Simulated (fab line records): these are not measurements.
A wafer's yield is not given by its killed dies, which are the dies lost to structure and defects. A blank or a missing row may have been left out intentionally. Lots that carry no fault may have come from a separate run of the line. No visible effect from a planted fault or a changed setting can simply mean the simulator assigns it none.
Which tool is to blame? ; flow berkeley-cmos170 ; 15 lots with 45 wafers sampled at 5 steps, on a route of 331 steps

WHAT EACH GAUGE READ, for each wafer
UCB170_NSD_CD_MEAS_06: target cd 1200 nm.
lot;measured;on;cd-nm (nm)
L812;day 6 19:25;cd-sem-01;1198.5 1199.5 1200.0
L814;day 7 03:17;cd-sem-02;1202.1 1200.0 1200.3
L815;day 7 13:07;cd-sem-01;1200.5 1200.3 1199.8
L816;day 7 12:41;cd-sem-01;1199.1 1200.5 1198.3
L818;day 7 20:10;cd-sem-01;1201.6 1198.9 1199.5
L817;day 7 20:29;cd-sem-01;1198.2 1197.5 1198.4
L819;day 8 10:26;cd-sem-01;1200.1 1198.6 1200.1
L821;day 8 16:25;cd-sem-02;1197.6 1197.7 1198.9
L822;day 8 17:01;cd-sem-02;1197.2 1197.3 1196.9
L826;day 9 18:59;cd-sem-01;1200.9 1201.4 1199.1
L825;day 9 19:50;cd-sem-02;1200.1 1200.6 1198.6
L828;day 10 03:02;cd-sem-01;1199.5 1200.5 1201.2
L831;day 11 00:30;cd-sem-01;1198.9 1197.6 1197.6
L832;day 11 00:43;cd-sem-01;1200.4 1201.1 1199.4
L834;day 11 05:13;cd-sem-02;1199.9 1199.8 1199.0

UCB170_M1_CD_MEAS_09: target cd 700 nm.
lot;measured;on;cd-nm (nm)
L812;day 7 04:19;cd-sem-02;700.3 700.1 701.7
L814;day 7 11:38;cd-sem-01;700.1 700.1 699.8
L815;day 7 22:35;cd-sem-02;701.2 699.4 700.4
L816;day 7 21:50;cd-sem-01;699.9 699.8 700.9
L818;day 8 05:15;cd-sem-01;698.4 697.8 698.3
L817;day 8 05:01;cd-sem-02;702.5 701.2 700.9
L819;day 8 20:28;cd-sem-02;701.2 701.3 700.4
L821;day 9 02:50;cd-sem-02;702.5 702.2 700.8
L822;day 9 03:13;cd-sem-01;700.3 700.5 699.2
L826;day 10 04:35;cd-sem-02;700.3 698.0 699.9
L825;day 10 06:49;cd-sem-02;700.1 698.6 700.7
L828;day 10 11:28;cd-sem-01;700.6 700.2 700.2
L831;day 11 09:39;cd-sem-02;698.9 691.6 695.9
L832;day 11 09:42;cd-sem-01;697.3 696.5 697.1
L834;day 11 16:41;cd-sem-02;696.9 690.8 696.7

TOOL THAT RAN EACH LOT (tool first, then ch and the chambers of the sampled wafers, then the start)
lot;UCB170_SPACER_CVD_00;UCB170_SDANNEAL_RTA_00;UCB170_M1_EXPOSE_06
L812;pecvd-03 ch 0,1,2, day 6 10:27;rtp-anneal-01 ch 0, day 6 20:51;krf-scanner-01 ch 0, day 7 03:53
L814;pecvd-01 ch 0,1, day 6 20:28;rtp-anneal-01 ch 0, day 7 04:39;krf-scanner-02 ch 0, day 7 11:02
L815;pecvd-01 ch 0,2, day 7 04:05;rtp-anneal-01 ch 0, day 7 14:32;krf-scanner-01 ch 0, day 7 22:12
L816;pecvd-01 ch 1,2, day 7 04:28;rtp-anneal-02 ch 0, day 7 14:03;krf-scanner-02 ch 0, day 7 21:27
L818;pecvd-03 ch 0,1, day 7 11:10;rtp-anneal-02 ch 0, day 7 21:32;krf-scanner-01 ch 0, day 8 04:46
L817;pecvd-01 ch 0,1,2, day 7 11:46;rtp-anneal-01 ch 0, day 7 21:56;krf-scanner-02 ch 0, day 8 04:32
L819;pecvd-02 ch 0,1,2, day 8 04:20;rtp-anneal-02 ch 0, day 8 13:32;krf-scanner-01 ch 0, day 8 20:04
L821;pecvd-03 ch 0,2, day 8 10:36;rtp-anneal-02 ch 0, day 8 18:12;krf-scanner-01 ch 0, day 9 02:27
L822;pecvd-02 ch 0,1,2, day 8 10:57;rtp-anneal-02 ch 0, day 8 18:38;krf-scanner-01 ch 0, day 9 02:42
L826;pecvd-03 ch 1,2, day 9 10:52;rtp-anneal-01 ch 0, day 9 20:39;krf-scanner-02 ch 0, day 10 04:12
L825;pecvd-01 ch 0,1, day 9 11:19;rtp-anneal-01 ch 0, day 9 21:32;krf-scanner-02 ch 0, day 10 06:25
L828;pecvd-01 ch 0,1,2, day 9 20:50;rtp-anneal-02 ch 0, day 10 04:28;krf-scanner-01 ch 0, day 10 10:57
L831;pecvd-03 ch 0,2, day 10 16:41;rtp-anneal-02 ch 0, day 11 02:01;krf-scanner-01 ch 0, day 11 09:06
L832;pecvd-01 ch 0,1,2, day 10 16:58;rtp-anneal-01 ch 0, day 11 02:08;krf-scanner-01 ch 0, day 11 09:17
L834;pecvd-03 ch 0,2, day 10 22:56;rtp-anneal-01 ch 0, day 11 06:50;krf-scanner-01 ch 0, day 11 16:17
- UCB170_SPACER_CVD_00: deposits SiO2 from TEOS/O2, target thk 376 nm, time 47 s.
- UCB170_SDANNEAL_RTA_00: time 10 s.
- UCB170_M1_EXPOSE_06: exposes mask METAL1, target cd 700 nm.

AS READ BY THE TOOLS THEMSELVES (means over the sampled wafers that have a number; for cases with no such wafer, the mark the record gives instead)
UCB170_SPACER_CVD_00.
lot;tool;heater-power-w (W);pressure-mtorr (mTorr)
L812;pecvd-03;293;9013
L814;pecvd-01;252;8995
L815;pecvd-01;275;9012
L816;pecvd-01;291;9012
L818;pecvd-03;300;8982
L817;pecvd-01;286;9020
L819;pecvd-02;242;9002
L821;pecvd-03;251;9002
L822;pecvd-02;261;9005
L826;pecvd-03;299;9020
L825;pecvd-01;273;9000
L828;pecvd-01;289;9000
L831;pecvd-03;257;8992
L832;pecvd-01;288;9005
L834;pecvd-03;271;9004

UCB170_SDANNEAL_RTA_00.
lot;tool;lamp-power-pct (%);wafer_temp_C_max
L812;rtp-anneal-01;22.6;904.4
L814;rtp-anneal-01;22.6;904.7
L815;rtp-anneal-01;22.6;904.5
L816;rtp-anneal-02;24.8;903.7
L818;rtp-anneal-02;24.7;903.5
L817;rtp-anneal-01;22.6;905.2
L819;rtp-anneal-02;24.8;904.2
L821;rtp-anneal-02;24.8;902.7
L822;rtp-anneal-02;24.7;903.3
L826;rtp-anneal-01;22.6;904.1
L825;rtp-anneal-01;22.6;905.1
L828;rtp-anneal-02;24.8;904.0
L831;rtp-anneal-02;24.8;903.0
L832;rtp-anneal-01;22.6;904.1
L834;rtp-anneal-01;22.6;905.2

UCB170_M1_EXPOSE_06.
lot;tool;exposure-dose-mJ-cm2
L812;krf-scanner-01;21.013
L814;krf-scanner-02;20.965
L815;krf-scanner-01;21.000
L816;krf-scanner-02;20.981
L818;krf-scanner-01;20.993
L817;krf-scanner-02;20.983
L819;krf-scanner-01;21.001
L821;krf-scanner-01;20.977
L822;krf-scanner-01;21.006
L826;krf-scanner-02;20.970
L825;krf-scanner-02;21.000
L828;krf-scanner-01;21.030
L831;krf-scanner-01;20.874
L832;krf-scanner-01;20.855
L834;krf-scanner-01;20.704

THE ANSWER, worked out from the rows above alone
Rule: usual is defined by the lots themselves. The widest of any qualifying gaps counts: lots, ordered by their means at a reading, are off when they make up no more than a third of the lots, leave a main group of 4 or more, and stand apart from it by 3 or more times the standard deviation of that group's means. If all means in a main group match to the digits the tables above print for the reading, that group is not used. A lot without any number at a reading at which 4 lots or more have one is off too. Any other lot the step has rows for is counted as sound. First the gauges in route order, then the tools' own readings, where a lot's mean is used as printed above. At the first step where some lot is off, the reading lying furthest off is the one used; lots without a number count as furthest.
Off at UCB170_M1_EXPOSE_06 (exposure-dose-mJ-cm2): L831, L832, L834. The main group: mean 20.993, standard deviation 0.018.
If a tool, at that step or one of the process steps before it, ran each lot that is off and ran no sound lot following the first of them, it fits. One fits: UCB170_M1_EXPOSE_06 on krf-scanner-01. Its last sound lot is L828 (day 10 10:57), its first lot that is off L831 (day 11 09:06): a fault that began between those two fits.
On the lots that are off, the tool's own readings at UCB170_M1_EXPOSE_06 differ by more than 5 times the standard deviation of the sound lots' means, which bears it out; exposure-dose-mJ-cm2 reads 20.811 there versus 20.993 on the sound lots.

WHAT THE SIMULATOR HAD PUT IN
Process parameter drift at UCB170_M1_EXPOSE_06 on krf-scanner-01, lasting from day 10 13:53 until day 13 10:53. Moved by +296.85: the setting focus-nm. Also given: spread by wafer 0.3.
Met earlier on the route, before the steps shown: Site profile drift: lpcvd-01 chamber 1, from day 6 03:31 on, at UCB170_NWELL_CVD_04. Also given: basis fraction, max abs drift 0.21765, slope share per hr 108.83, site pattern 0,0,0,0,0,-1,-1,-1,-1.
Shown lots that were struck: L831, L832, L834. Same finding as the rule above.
